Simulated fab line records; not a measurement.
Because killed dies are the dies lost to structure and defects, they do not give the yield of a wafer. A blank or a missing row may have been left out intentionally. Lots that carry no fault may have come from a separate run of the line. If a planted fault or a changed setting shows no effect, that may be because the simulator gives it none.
Which tool is to blame?	flow berkeley-cmos170	42 wafers from 14 lots sampled at 3 of the route's 331 steps

== WHAT EACH GAUGE READ, for each wafer ==
UCB170_PFIELD_OVL_MEAS_06. Usual: PFIELD_OVL typically reads 3 nm, with standard deviation 5.5.
lot	measured	on	PFIELD_OVL (nm)	flag
L675	day 4 14:22	overlay-01	7 5 15	
L677	day 5 16:50	overlay-02	6 5 5	
L679	day 5 22:24	overlay-02	-1 1 -4	
L680	day 6 04:05	overlay-02	2 5 9	
L681	day 6 12:59	overlay-02	-4 -4 4	
L683	day 6 13:16	overlay-01	8 5 4	
L682	day 6 13:21	overlay-01	6 5 -1	
L685	day 6 23:05	overlay-02	7 -2 13	
L688	day 8 05:10	overlay-01	7 4 8	
L689	day 8 05:26	overlay-02	11 6 -5	
L690	day 8 19:08	overlay-01	0 1 2	
L696	day 9 09:45	overlay-01	-2 4 1	
L694	day 9 09:45	overlay-02	5 1 2	
L695	day 9 10:28	overlay-01	4 -1 -5	

UCB170_NVT_OVL_MEAS_06. Usual: NVT_OVL typically reads -4 nm, with standard deviation 5.5.
lot	measured	on	NVT_OVL (nm)	flag
L675	day 6 01:29	overlay-02	-8 -8 -10	
L677	day 7 14:27	overlay-02	-5 -5 0	
L679	day 7 14:35	overlay-01	-3 3 -3	
L680	day 7 20:14	overlay-01	-1 0 -4	
L681	day 8 00:56	overlay-02	-6 -4 -4	
L683	day 8 01:10	overlay-01	-9 -3 -7	
L682	day 8 01:02	overlay-02	10 -4 9	
L685	day 8 10:08	overlay-01	5 0 7	
L688	day 9 10:02	overlay-02	-1 -8 -5	
L689	day 9 10:18	overlay-01	-4 4 2	
L690	day 9 23:54	overlay-02	-5 -3 -8	
L696	day 10 14:47	overlay-01	-1 -3 -1	
L694	day 10 15:19	overlay-01	-3 -1 -7	
L695	day 10 15:03	overlay-01	5 -7 -9	

UCB170_PVT_OVL_MEAS_06. Usual: PVT_OVL typically reads 0 nm, with standard deviation 5.
lot	measured	on	PVT_OVL (nm)	flag
L675	day 6 03:10	overlay-01	0 2 -1	
L677	day 8 00:37	overlay-02	4 -11 3	
L679	day 8 00:46	overlay-01	3 -7 -2	
L680	day 8 00:40	overlay-01	4 -4 -5	
L681	day 8 05:10	overlay-02	-4 -4 3	
L683	day 8 05:44	overlay-02	-1 -9 -11	
L682	day 8 05:26	overlay-01	1 2 -1	
L685	day 8 13:16	overlay-02	-2 -6 -9	
L688	day 9 12:23	overlay-01	-4 -12 -3	
L689	day 9 12:28	overlay-02	-5 7 7	
L690	day 10 03:54	overlay-02	2 2 -4	
L696	day 10 17:56	overlay-01	0 8 5	
L694	day 10 18:56	overlay-02	0 0 1	
L695	day 10 18:40	overlay-02	4 -4 4	

== WHICH TOOL RAN EACH LOT (tool, then ch and the chambers of the sampled wafers, then the start) ==
There is no process step in the record ahead of these readings.

== WHAT THE TOOLS THEMSELVES READ (means of the sampled wafers that have a number; where no wafer has one, the mark that the record gives instead) ==
The record holds no such reading with a usual standard deviation.

== THE ANSWER, worked out from the rows above alone ==
Rule: lot off if the mean of its wafers having a number is beyond 3 standard deviations from the usual mean. Also off: a lot with no number at a reading for which 4 or more lots have one. All remaining lots with rows at the step are treated as sound. Order of review: gauges by route order, followed by the tools' own readings, for which a lot's mean as printed above is used. At the first step where some lot is off, the reading lying furthest off is the one used; lots without a number count as furthest.
No lot is off on any of the readings shown, so nothing can be concluded from this.

== WHAT WAS PUT IN BY THE SIMULATOR ==
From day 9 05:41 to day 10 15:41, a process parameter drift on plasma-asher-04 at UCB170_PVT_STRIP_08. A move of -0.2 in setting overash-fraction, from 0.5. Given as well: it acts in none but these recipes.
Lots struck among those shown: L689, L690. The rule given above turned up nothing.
